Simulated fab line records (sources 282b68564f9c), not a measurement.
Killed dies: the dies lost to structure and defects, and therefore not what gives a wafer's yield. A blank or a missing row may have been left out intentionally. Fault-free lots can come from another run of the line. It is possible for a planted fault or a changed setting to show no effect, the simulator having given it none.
Which tool was responsible? :: flow ritCmos :: 7 lots, 21 wafers sampled, at 2 steps of a route of 202

WHAT EACH GAUGE READ, for each wafer
RIT_ACTIVE_CD_MEAS_11: the cd target is 1400 nm.
lot: L181
measured: day 1 19:35
on: cdSem-01
cdNm (nm): 1398.5 1398.2 1401.5

lot: L183
measured: day 2 05:35
on: cdSem-02
cdNm (nm): 1406.8 1403.6 1405.6

lot: L185
measured: day 2 15:34
on: cdSem-02
cdNm (nm): 1408.0 1409.0 1410.0

lot: L196
measured: day 4 22:37
on: cdSem-01
cdNm (nm): 1399.1 1398.5 1398.5

lot: L199
measured: day 5 13:26
on: cdSem-02
cdNm (nm): 1402.9 1401.6 1403.4

lot: L201
measured: day 5 23:35
on: cdSem-02
cdNm (nm): 1396.7 1397.7 1397.0

lot: L203
measured: day 6 09:28
on: cdSem-02
cdNm (nm): 1398.6 1399.2 1397.6

EACH LOT AND THE TOOL THAT RAN IT (in order: tool; ch and the chambers of the sampled wafers; start)
lot: L181
RIT_ACTIVE_DEVELOP_10: lithoTrack-01 ch 0, day 1 19:00

lot: L183
RIT_ACTIVE_DEVELOP_10: lithoTrack-01 ch 0, day 2 05:00

lot: L185
RIT_ACTIVE_DEVELOP_10: lithoTrack-01 ch 0, day 2 15:00

lot: L196
RIT_ACTIVE_DEVELOP_10: lithoTrack-04 ch 0, day 4 22:00

lot: L199
RIT_ACTIVE_DEVELOP_10: lithoTrack-01 ch 0, day 5 13:00

lot: L201
RIT_ACTIVE_DEVELOP_10: lithoTrack-04 ch 0, day 5 23:00

lot: L203
RIT_ACTIVE_DEVELOP_10: lithoTrack-01 ch 0, day 6 09:00
- RIT_ACTIVE_DEVELOP_10: develop time 50 s.

THE ANSWER, worked out from the rows above alone
Rule: the usual values come from the lots themselves. The widest of any qualifying gaps counts: lots, ordered by their means at a reading, are off when they make up no more than a third of the lots, leave a main group of 4 or more, and stand apart from it by 3 or more times the standard deviation of that group's means. The tables above print the reading to a certain number of digits; a main group whose means all agree to those digits is not used. A lot without any number at a reading at which 4 lots or more have one is off too. All remaining lots with rows at the step are treated as sound.
Nothing can be told from this: no lot is off at any reading shown.

WHAT THE SIMULATOR HAD PUT IN
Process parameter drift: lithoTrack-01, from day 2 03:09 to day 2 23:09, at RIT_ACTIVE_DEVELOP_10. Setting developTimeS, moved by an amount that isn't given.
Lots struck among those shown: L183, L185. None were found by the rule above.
